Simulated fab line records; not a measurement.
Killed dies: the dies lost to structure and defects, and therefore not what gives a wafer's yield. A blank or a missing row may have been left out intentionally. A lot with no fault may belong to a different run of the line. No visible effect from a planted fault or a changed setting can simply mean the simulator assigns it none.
Which tool is to blame? | flow berkeley_cmos170 | 14 lots, 42 wafers sampled, at 4 steps of a route of 331

## WHAT EACH GAUGE READ, for each wafer
UCB170_START_BOW_MEAS_00. Usual: for INCOMING_BOW the level is -1 um and the standard deviation is 6.2.
lot  | measured    | on            | INCOMING_BOW (um) | flag
L734 | day 1 10:00 | film_metro-01 | 0 -7 6            |
L735 | day 1 15:01 | film_metro-01 | -3 -9 -5          |
L736 | day 1 20:02 | film_metro-01 | -5 0 0            |
L737 | day 2 01:00 | film_metro-03 | 1 -12 11          |
L738 | day 2 06:00 | film_metro-02 | -2 1 2            |
L739 | day 2 11:01 | film_metro-02 | -2 -5 -2          |
L742 | day 3 02:00 | film_metro-01 | -5 -1 -4          |
L743 | day 3 07:02 | film_metro-03 | -3 3 9            |
L744 | day 3 12:01 | film_metro-03 | 5 -2 -7           |
L745 | day 3 17:01 | film_metro-01 | -1 7 -9           |
L747 | day 4 03:00 | film_metro-03 | -9 0 4            |
L748 | day 4 08:04 | film_metro-03 | 2 2 -4            |
L755 | day 5 19:00 | film_metro-03 | 1 2 2             |
L756 | day 6 00:01 | film_metro-03 | -8 2 -2           |

UCB170_PFIELD_TW_MEAS_09. Usual: for PFIELD_TW the level is 595 and the standard deviation is 4.6.
lot  | measured    | on            | PFIELD_TW   | flag
L734 | day 5 04:14 | film_metro-04 | 592 592 591 |
L735 | day 5 03:58 | film_metro-04 | 592 589 589 |
L736 | day 5 20:49 | film_metro-02 | 602 601 603 |
L737 | day 5 21:10 | film_metro-04 | 591 588 592 |
L738 | day 5 21:24 | film_metro-03 | 591 590 589 |
L739 | day 6 05:14 | film_metro-04 | 596 591 596 |
L742 | day 7 07:15 | film_metro-03 | 588 589 590 |
L743 | day 7 11:41 | film_metro-04 | 593 598 594 |
L744 | day 7 12:41 | film_metro-02 | 601 601 600 |
L745 | day 7 12:16 | film_metro-03 | 587 587 586 |
L747 | day 7 13:10 | film_metro-03 | 587 590 587 |
L748 | day 7 13:17 | film_metro-04 | 597 593 594 |
L755 | day 9 03:05 | film_metro-02 | 596 600 598 |
L756 | day 9 03:29 | film_metro-02 | 597 598 600 |

UCB170_FIELD_THK_MEAS_91. Usual: for FIELD_OXIDE_LEFT_2_THK the level is 353 nm and the standard deviation is 9.3.
lot  | measured     | on            | FIELD_OXIDE_LEFT_2_THK (nm) | flag
L734 | day 6 23:59  | film_metro-02 | 358 355 345                 |
L735 | day 6 23:26  | film_metro-04 | 360 363 362                 |
L736 | day 7 09:18  | film_metro-01 | 358 360 353                 |
L737 | day 7 09:17  | film_metro-04 | 364 360 358                 |
L738 | day 7 09:17  | film_metro-02 | 348 336 352                 |
L739 | day 7 13:51  | film_metro-04 | 356 351 356                 |
L742 | day 8 17:27  | film_metro-04 | 347 360 348                 |
L743 | day 9 02:36  | film_metro-04 | 352 363 355                 |
L744 | day 9 02:02  | film_metro-04 | 377 384 368                 |
L745 | day 9 02:05  | film_metro-02 | 359 357 354                 |
L747 | day 9 02:53  | film_metro-01 | 380 382 378                 |
L748 | day 9 01:54  | film_metro-04 | 364 378 359                 |
L755 | day 10 21:28 | film_metro-02 | 359 351 357                 |
L756 | day 10 21:32 | film_metro-04 | 358 357 363                 |

## WHICH TOOL RAN EACH LOT (tool, then ch and the chambers of the sampled wafers, then the start)
lot  | UCB170_SCREENOX_WET_ETCH_00
L734 | wet_bench-02 ch 2, day 6 10:17
L735 | wet_bench-02 ch 2, day 6 10:17
L736 | wet_bench-01 ch 0, day 6 14:35
L737 | wet_bench-01 ch 1, day 6 14:35
L738 | wet_bench-01 ch 3, day 6 14:35
L739 | wet_bench-01 ch 1, day 7 04:05
L742 | wet_bench-02 ch 0, day 8 04:22
L743 | wet_bench-02 ch 3, day 8 08:32
L744 | wet_bench-02 ch 2, day 8 12:34
L745 | wet_bench-02 ch 2, day 8 08:32
L747 | wet_bench-02 ch 1, day 8 12:34
L748 | wet_bench-02 ch 2, day 8 08:32
L755 | wet_bench-01 ch 3, day 10 03:24
L756 | wet_bench-01 ch 0, day 10 03:24
- UCB170_SCREENOX_WET_ETCH_00: etches SiO2 in dHF, time 200 s.

## WHAT THE TOOLS THEMSELVES READ (means of the sampled wafers that have a number; where no wafer has one, the mark that the record gives instead)
UCB170_SCREENOX_WET_ETCH_00. Usual: run_length_s 226.9 s, standard deviation 2.6; temp_c 25.02 C, standard deviation 0.11.
lot  | tool         | run_length_s (s) | temp_c (C) | flag
L734 | wet_bench-02 | 234.0            | 24.98      |
L735 | wet_bench-02 | 233.9            | 24.97      |
L736 | wet_bench-01 | 226.1            | 25.16      |
L737 | wet_bench-01 | 225.9            | 25.01      |
L738 | wet_bench-01 | 225.6            | 24.97      |
L739 | wet_bench-01 | 225.6            | 24.93      |
L742 | wet_bench-02 | 223.6            | 25.12      |
L743 | wet_bench-02 | 225.5            | 25.16      |
L744 | wet_bench-02 | 126.9            | 25.05      | OFF
L745 | wet_bench-02 | 227.6            | 25.21      |
L747 | wet_bench-02 | 126.3            | 24.95      | OFF
L748 | wet_bench-02 | 226.1            | 24.99      |
L755 | wet_bench-01 | 226.9            | 24.96      |
L756 | wet_bench-01 | 225.6            | 24.99      |

## THE ANSWER, worked out from the rows above alone
Rule: a lot counts as off when the mean over its wafers that have a number is more than 3 standard deviations away from the usual mean. A lot without any number at a reading at which 4 lots or more have one is off too. Any other lot the step has rows for is counted as sound. After the gauges, taken in route order, come the tools' own readings; for these a lot's mean is taken, as printed above. At the first step where some lot is off, the reading lying furthest off is the one used; lots without a number count as furthest.
Off: L744, L747, at UCB170_SCREENOX_WET_ETCH_00 (run_length_s).
If a tool, at that step or one of the process steps before it, ran each lot that is off and ran no sound lot following the first of them, it fits. One fits: wet_bench-02 at UCB170_SCREENOX_WET_ETCH_00. Its last sound lot is L743 (day 8 08:32), its first lot that is off L744 (day 8 12:34): a fault that began between those two fits.
The tool's own readings at UCB170_SCREENOX_WET_ETCH_00 bear it out: on the lots that are off they differ by more than 5 times the standard deviation of the sound lots' means. run_length_s reads 126.6 s there against 227.2 s on the sound lots.

## WHAT WAS PUT IN BY THE SIMULATOR
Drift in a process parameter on wet_bench-02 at UCB170_SCREENOX_WET_ETCH_00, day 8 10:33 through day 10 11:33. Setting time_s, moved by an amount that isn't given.
Struck lots among those shown: L744, L747. Same finding as the rule above.
